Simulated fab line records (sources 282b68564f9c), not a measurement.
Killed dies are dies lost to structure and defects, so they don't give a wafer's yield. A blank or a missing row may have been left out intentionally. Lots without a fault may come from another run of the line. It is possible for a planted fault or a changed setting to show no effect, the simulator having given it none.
A lot that was struck, set against a sound lot :: flow rit-cmos :: 43 steps out of a route of 202
Sound: wafers L132.1, L132.2, L132.3. Struck: wafers L138.4, L138.6 (left out: L138.5, a lot-mate that was not struck); the cause follows at the end.
Each step with rows lists, per side, the tool, then ch with its chambers, then its first start. Under that, the readings that differ: sound wafers :: struck wafers :: difference of the means :: sigmas: that difference in standard deviations of wafers without a fault.
alike: a reading whose means differ by less than 2 such deviations, as well as words and numbers matching on both sides. not compared: withheld readings; readings where some wafer has no value; bounds like >300 that might hide an equal value; numbers whose values overlap and for which the record gives no deviation.
Wherever a step has rows on one side only, a row that says differs or no value, or a row with sigmas, the two part there. Numbers that have no deviation but don't overlap get no sigmas and don't part them. A reading missing from all wafers of one side parts the sides only when that side holds two or more wafers.

first, 1 step without rows for these wafers: RIT_WELLDRIVE_ANNEAL_00 (time 14700 s).
RIT_WELLDRIVE_RS_MEAS_01: a four-point-probe measurement.
  struck on film-metro-02, day 4 21:41; sound on film-metro-04, day 3 15:25
  alike: NWELL_RS
RIT_WELLDRIVE_RS_MEAS_02: a four-point-probe measurement.
  struck on film-metro-02, day 4 21:48; sound on film-metro-04, day 3 15:32
  alike: PWELL_RS
then, 6 steps without rows for these wafers: RIT_NRETRO_HMDS_00 (prime time 60 s); RIT_NRETRO_COAT_01 (resist thk 1300 nm); RIT_NRETRO_SOFTBAKE_02 (time 60 s); RIT_NRETRO_EXPOSE_03 (exposes mask M4, target cd 43900 nm); RIT_NRETRO_PEB_04; RIT_NRETRO_DEVELOP_05 (develop time 68 s).
RIT_NRETRO_OVL_MEAS_06:
  struck on overlay-01, day 4 22:46; sound on overlay-01, day 3 16:46
  alike: NRETRO_OVL
then, 2 steps without rows for these wafers: RIT_NRETRO_HARDBAKE_07 (time 120 s); RIT_NRETRO_IMPLANT_08.
RIT_NRETRO_STRIP_09: strips in O2, time 180 s.
  sound on plasma-asher-02 ch 0,1, day 3 17:11; struck on plasma-asher-02 ch 1, day 4 23:14
  alike: drypump-motor-current-A
  not compared: rf-hours-counter-h
RIT_NRETRO_TW_MEAS_10:
  struck on film-metro-01, day 4 23:23; sound on film-metro-03, day 3 17:22
  alike: NRETRO_TW
then, 6 steps without rows for these wafers: RIT_PRETRO_HMDS_00 (prime time 60 s); RIT_PRETRO_COAT_01 (resist thk 1300 nm); RIT_PRETRO_SOFTBAKE_02 (time 60 s); RIT_PRETRO_EXPOSE_03 (exposes mask M5, target cd 43700 nm); RIT_PRETRO_PEB_04; RIT_PRETRO_DEVELOP_05 (develop time 68 s).
RIT_PRETRO_OVL_MEAS_06:
  struck on overlay-01, day 5 00:26; sound on overlay-01, day 3 18:22
  alike: PRETRO_OVL
then, 2 steps without rows for these wafers: RIT_PRETRO_HARDBAKE_07 (time 120 s); RIT_PRETRO_IMPLANT_08.
RIT_PRETRO_STRIP_09: strips in O2, time 180 s.
  sound on plasma-asher-03 ch 0,1, day 3 18:47; struck on plasma-asher-02 ch 0,1, day 5 01:07
  alike: drypump-motor-current-A
  not compared: rf-hours-counter-h
RIT_PRETRO_TW_MEAS_10:
  struck on film-metro-02, day 5 01:16; sound on film-metro-02, day 3 18:58
  alike: PRETRO_TW
then, 5 steps without rows for these wafers: RIT_GATE_WET_ETCH_00 (etches SiO2 in BOE, target depth 56 nm, time 60 s); RIT_GATE_CLEAN_01 (cleans in SC1, time 600 s); RIT_GATE_CLEAN_02 (cleans in dHF, time 30 s); RIT_GATE_CLEAN_03 (cleans in SC2, time 600 s); RIT_GATE_CLEAN_04 (cleans in dHF, time 60 s).
RIT_FOX2_THK_MEAS_91:
  struck on film-metro-01, day 5 01:46; sound on film-metro-03, day 3 19:27
  alike: FIELD_OXIDE_LEFT_2_THK
then, 2 steps without rows for these wafers: RIT_GATE_OXIDATION_05 (target thk 3 nm, ox time 270 s); RIT_GATE_ANNEAL_06 (time 600 s).
RIT_GATE_THK_MEAS_07:
  struck on film-metro-03, day 5 04:53; sound on film-metro-01, day 3 21:52
  alike: GATE_OXIDE_THK
then, 1 step without rows for these wafers: RIT_GATE_CVD_08 (deposits poly-Si from SiH4, target thk 250 nm, time 2220 s).
RIT_GATE_THK_MEAS_09:
  struck on film-metro-01, day 5 06:58; sound on film-metro-01, day 3 23:32
  alike: GATE_POLY_THK
then, 6 steps without rows for these wafers: RIT_GATE_HMDS_10 (prime time 60 s); RIT_GATE_COAT_11 (resist thk 850 nm); RIT_GATE_SOFTBAKE_12 (time 60 s); RIT_GATE_EXPOSE_13 (exposes mask M6, target cd 150 nm); RIT_GATE_PEB_14; RIT_GATE_DEVELOP_15 (develop time 50 s).
RIT_M1_PROBE_99:
  struck on prober-01, day 6 05:14; sound on prober-01, day 4 20:37
reading: killed-at-front-end
sound: 9 10 6
struck: 48 41
difference: +36
sigmas: +11

reading: killed-dies
sound: 9 10 6
struck: 48 41
difference: +36
sigmas: +11
  alike: killed-at-contacts, killed-open, killed-short

## WHERE THEY PART
Only at RIT_M1_PROBE_99, as far as this record shows.

WHY: what the simulator had put in
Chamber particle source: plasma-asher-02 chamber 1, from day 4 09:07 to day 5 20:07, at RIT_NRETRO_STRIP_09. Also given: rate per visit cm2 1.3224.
